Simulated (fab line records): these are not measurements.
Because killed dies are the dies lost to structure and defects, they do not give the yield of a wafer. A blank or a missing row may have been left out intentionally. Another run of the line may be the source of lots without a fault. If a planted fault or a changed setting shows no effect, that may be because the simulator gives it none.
Which tool did it? -- flow berkeleyCmos170 -- 18 wafers from 6 lots sampled at 2 of the route's 331 steps

== WHAT THE GAUGES SHOWED, per wafer ==
UCB170_NSD_OVL_MEAS_07.
lot,measured,on,NSD_OVL (nm)
L423,day 7 10:59,overlay-02,-4 -4 1
L426,day 7 11:34,overlay-02,-1 1 6
L428,day 7 21:01,overlay-01,0 2 4
L430,day 8 12:14,overlay-02,-2 6 -3
L442,day 10 21:51,overlay-02,-3 8 6
L443,day 11 06:34,overlay-01,4 5 2

== WHAT TOOL EACH LOT RAN ON (gives the tool, then ch and the chambers of the sampled wafers, and finally the start) ==
lot,UCB170_PSD_STRIP_09
L423,"plasmaAsher-03 ch 0,1, day 7 08:14"
L426,"plasmaAsher-03 ch 0,1, day 7 08:49"
L428,"plasmaAsher-03 ch 0,1, day 7 19:34"
L430,"plasmaAsher-03 ch 0,1, day 8 09:47"
L442,"plasmaAsher-02 ch 1, day 10 20:20"
L443,"plasmaAsher-03 ch 0,1, day 11 04:50"
- UCB170_PSD_STRIP_09: strips in O2.

== THE ANSWER, worked out from the rows above alone ==
Rule: the lots themselves supply what counts as usual. Put in order of their means at a reading, lots are off if they are a third of the lots or fewer, leave a main group of 4 or more, and stand apart from it by a gap of 3 or more times the standard deviation of the main group's means; of several such gaps the widest counts. If all means in a main group match to the digits the tables above print for the reading, that group is not used. Also off: a lot with no number at a reading for which 4 or more lots have one. All remaining lots with rows at the step are treated as sound.
No lot is off at any reading shown: from this, nothing can be told.

== WHAT WAS PUT IN BY THE SIMULATOR ==
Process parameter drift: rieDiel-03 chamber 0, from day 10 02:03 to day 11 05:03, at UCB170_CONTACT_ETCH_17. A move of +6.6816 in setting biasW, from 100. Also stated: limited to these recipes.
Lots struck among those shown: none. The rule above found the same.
